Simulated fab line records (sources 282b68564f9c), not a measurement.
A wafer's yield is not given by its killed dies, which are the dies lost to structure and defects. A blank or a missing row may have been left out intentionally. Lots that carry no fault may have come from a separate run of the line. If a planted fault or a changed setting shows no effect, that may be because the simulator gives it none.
The tool behind it: which one? + flow rit-cmos + 14 lots, 42 wafers sampled, at 3 steps of a route of 202

## WHAT EACH GAUGE READ, for each wafer
RIT_NWELL_TW_MEAS_10. Usual: NWELL_TW gives 2149 (standard deviation 24).
| lot  | measured    | on            | NWELL_TW                      | flag |
|------|-------------|---------------|-------------------------------|------|
| L701 | day 1 22:43 | film-metro-01 | 2134 2130 2122                |      |
| L702 | day 2 02:52 | film-metro-03 | 2199 2195 2195                |      |
| L704 | day 2 14:11 | film-metro-04 | 2139 2140 2131                |      |
| L705 | day 2 18:22 | film-metro-04 | 2124 2130 2130                |      |
| L706 | day 2 23:07 | film-metro-01 | 2131 2134 2134                |      |
| L707 | day 3 04:34 | film-metro-03 | 2185 2185 2183                |      |
| L708 | day 3 09:03 | film-metro-01 | 2121 2122 2122                |      |
| L716 | day 5 01:20 | film-metro-04 | 2244 2243 2255 2240 2238 2250 | OFF  |
| L717 | day 5 06:43 | film-metro-01 | 2249 2245 2245 2253 2228 2231 | OFF  |
| L718 | day 5 11:35 | film-metro-04 | 2143 2147 2142                |      |
| L719 | day 5 19:01 | film-metro-03 | 2188 2181 2187                |      |
| L720 | day 5 21:37 | film-metro-03 | 2190 2189 2187                |      |
| L721 | day 6 02:44 | film-metro-04 | 2140 2128 2137                |      |
| L723 | day 6 13:11 | film-metro-04 | 2129 2145 2123                |      |

RIT_WELLDRIVE_RS_MEAS_01: measurement is done with a four-point probe. Usual: NWELL_RS gives 274.9 ohm/sq (standard deviation 0.78).
| lot  | measured    | on            | NWELL_RS (ohm/sq)                   | flag |
|------|-------------|---------------|-------------------------------------|------|
| L701 | day 2 05:38 | film-metro-03 | 275.7 275.4 275.4                   |      |
| L702 | day 2 10:23 | film-metro-01 | 274.1 273.9 273.8                   |      |
| L704 | day 2 20:53 | film-metro-03 | 275.6 275.7 275.8                   |      |
| L705 | day 3 01:41 | film-metro-03 | 274.9 275.0 274.9                   |      |
| L706 | day 3 05:56 | film-metro-03 | 274.7 275.7 275.2                   |      |
| L707 | day 3 11:31 | film-metro-03 | 275.0 274.0 274.8                   |      |
| L708 | day 3 15:58 | film-metro-03 | 275.6 275.4 275.5                   |      |
| L716 | day 5 13:04 | film-metro-04 | 271.2 271.4 271.2 271.3 271.6 270.6 | OFF  |
| L717 | day 5 16:50 | film-metro-01 | 271.2 271.0 271.7 270.3 271.2 272.0 | OFF  |
| L718 | day 5 18:43 | film-metro-03 | 276.1 276.4 275.7                   |      |
| L719 | day 6 01:58 | film-metro-03 | 274.9 275.0 276.0                   |      |
| L720 | day 6 04:59 | film-metro-04 | 275.1 275.2 275.5                   |      |
| L721 | day 6 09:35 | film-metro-03 | 275.3 275.2 275.6                   |      |
| L723 | day 6 20:20 | film-metro-04 | 275.1 274.5 274.8                   |      |

## WHICH TOOL RAN EACH LOT (tool, then ch and the chambers of the sampled wafers, then the start)
| lot  | RIT_NWELL_IMPLANT_08           |
|------|--------------------------------|
| L701 | implanter-04 ch 0, day 1 22:23 |
| L702 | implanter-03 ch 0, day 2 02:32 |
| L704 | implanter-02 ch 0, day 2 13:52 |
| L705 | implanter-03 ch 0, day 2 18:02 |
| L706 | implanter-02 ch 0, day 2 22:47 |
| L707 | implanter-02 ch 0, day 3 04:14 |
| L708 | implanter-03 ch 0, day 3 08:43 |
| L716 | implanter-02 ch 0, day 5 01:02 |
| L717 | implanter-02 ch 0, day 5 06:23 |
| L718 | implanter-04 ch 0, day 5 11:15 |
| L719 | implanter-03 ch 0, day 5 18:42 |
| L720 | implanter-04 ch 0, day 5 21:20 |
| L721 | implanter-04 ch 0, day 6 02:24 |
| L723 | implanter-04 ch 0, day 6 12:54 |
- RIT_NWELL_IMPLANT_08

## AS READ BY THE TOOLS THEMSELVES (means over the sampled wafers that have a number; for cases with no such wafer, the mark the record gives instead)
RIT_NWELL_IMPLANT_08. Usual: beam-energy-keV reads 170.00 (standard deviation 0.059).
| lot  | tool         | beam-energy-keV | flag |
|------|--------------|-----------------|------|
| L701 | implanter-04 | 170.13          |      |
| L702 | implanter-03 | 170.05          |      |
| L704 | implanter-02 | 170.00          |      |
| L705 | implanter-03 | 169.94          |      |
| L706 | implanter-02 | 169.95          |      |
| L707 | implanter-02 | 170.02          |      |
| L708 | implanter-03 | 170.03          |      |
| L716 | implanter-02 | 214.20          | OFF  |
| L717 | implanter-02 | 214.20          | OFF  |
| L718 | implanter-04 | 170.09          |      |
| L719 | implanter-03 | 170.00          |      |
| L720 | implanter-04 | 169.99          |      |
| L721 | implanter-04 | 170.01          |      |
| L723 | implanter-04 | 169.99          |      |

## THE ANSWER, worked out from the rows above alone
Rule: take the mean of a lot's wafers that have a number; if it is more than 3 standard deviations from the usual mean, the lot is off. A lot without any number at a reading at which 4 lots or more have one is off too. All remaining lots with rows at the step are treated as sound. Order of review: gauges by route order, followed by the tools' own readings, for which a lot's mean as printed above is used. The first step at which some lot is off is used, and at that step the reading that is off furthest; a lot without a number counts as furthest.
Off: at RIT_NWELL_TW_MEAS_10 (NWELL_TW), L716, L717.
If a tool, at a process step before that reading, ran all the lots that are off and no sound lot after the first of them, it fits. The gauges at RIT_NWELL_TW_MEAS_10 aren't tried: what is off there is off at RIT_NWELL_IMPLANT_08 too, on other tools, and a gauge's error can't cause that. One fits: RIT_NWELL_IMPLANT_08 on implanter-02. A fault onset in the window from L707 (day 3 04:14, its last sound lot) to L716 (day 5 01:02, its first lot off) fits.
The tool's own readings at RIT_NWELL_IMPLANT_08 bear it out: on the lots that are off they differ by more than 5 times the standard deviation of the sound lots' means. beam-energy-keV reads 214.20 there against 170.02 on the sound lots.

## WHAT HAD BEEN PUT IN BY THE SIMULATOR
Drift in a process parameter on implanter-02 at RIT_NWELL_IMPLANT_08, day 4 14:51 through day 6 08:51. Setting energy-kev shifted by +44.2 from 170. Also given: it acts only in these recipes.
Lots struck among those shown: L716, L717. The rule above found the same.
